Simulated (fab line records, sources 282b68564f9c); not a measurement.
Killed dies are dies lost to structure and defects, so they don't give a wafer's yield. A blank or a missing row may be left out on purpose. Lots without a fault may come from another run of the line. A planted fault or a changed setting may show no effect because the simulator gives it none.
A struck lot beside a sound one | flow rit_cmos | 14 steps out of a route of 202
Sound: wafers L813.2, L813.3, L813.6. Struck: wafers L825.1, L825.2, L825.5. The cause comes at the end.
At each step with rows: each side's tool, then ch and its chambers, then its first start. Under that, the readings that differ: sound wafers | struck wafers | difference of the means | sigmas: that difference in standard deviations of wafers without a fault.
alike: readings whose means differ by less than 2 such deviations, and words and numbers that are the same on both sides. not compared: withheld readings, readings that some wafer has no value for, bounds like >300 that may hide the same value, and numbers for which the record gives no deviation and whose values overlap.
The two part at a step that has a row with sigmas, a row that says differs or no value, or rows on one side only. Numbers that don't overlap but have no deviation are shown without sigmas and don't part them. A reading that every wafer of one side lacks parts them only if that side has two wafers or more.

first, 2 steps without rows for these wafers: RIT_NSD_PEB_04; RIT_NSD_DEVELOP_05 (develop time 50 s).
RIT_NSD_OVL_MEAS_06:
  sound on overlay-02, day 3 14:32; struck on overlay-01, day 6 01:14
  alike: NSD_OVL
then, 2 steps without rows for these wafers: RIT_NSD_HARDBAKE_07 (time 60 s); RIT_NSD_IMPLANT_08.
RIT_NSD_STRIP_09: strips in O2, time 180 s.
  sound on plasma_asher-04 ch 0, day 3 14:52; struck on plasma_asher-01 ch 0,1, day 6 01:34
  alike: drypump_motor_current_A
  not compared: rf_hours_counter_h
RIT_NSD_TW_MEAS_10:
  sound on film_metro-02, day 3 15:02; struck on film_metro-02, day 6 01:44
  alike: NSD_TW
then, 5 steps without rows for these wafers: RIT_PSD_HMDS_00 (prime time 60 s); RIT_PSD_COAT_01 (resist thk 1000 nm); RIT_PSD_SOFTBAKE_02 (time 60 s); RIT_PSD_EXPOSE_03 (exposes mask M10, target cd 40900 nm); RIT_PSD_PEB_04.
RIT_PSD_DEVELOP_05: develop time 50 s.
  sound on litho_track-03 ch 0, day 3 15:00; struck on litho_track-01, day 6 02:00
  no value came back on the struck wafers for chill_plate_temp_C (C), develop_time_s (s); on the sound wafers chill_plate_temp_C (C) reads 22.83 23.00 23.03
RIT_PSD_OVL_MEAS_06:
  sound on overlay-02, day 3 16:04; struck on overlay-02, day 6 02:39
  reading      | sound        | struck | difference                    | sigmas
  PSD_OVL (nm) | 1.1 -0.1 0.1 | - - -  | no value on the struck wafers |

WHERE THEY PART
First at RIT_PSD_DEVELOP_05; last, within this record, at RIT_PSD_OVL_MEAS_06.

WHY: what the simulator had put in
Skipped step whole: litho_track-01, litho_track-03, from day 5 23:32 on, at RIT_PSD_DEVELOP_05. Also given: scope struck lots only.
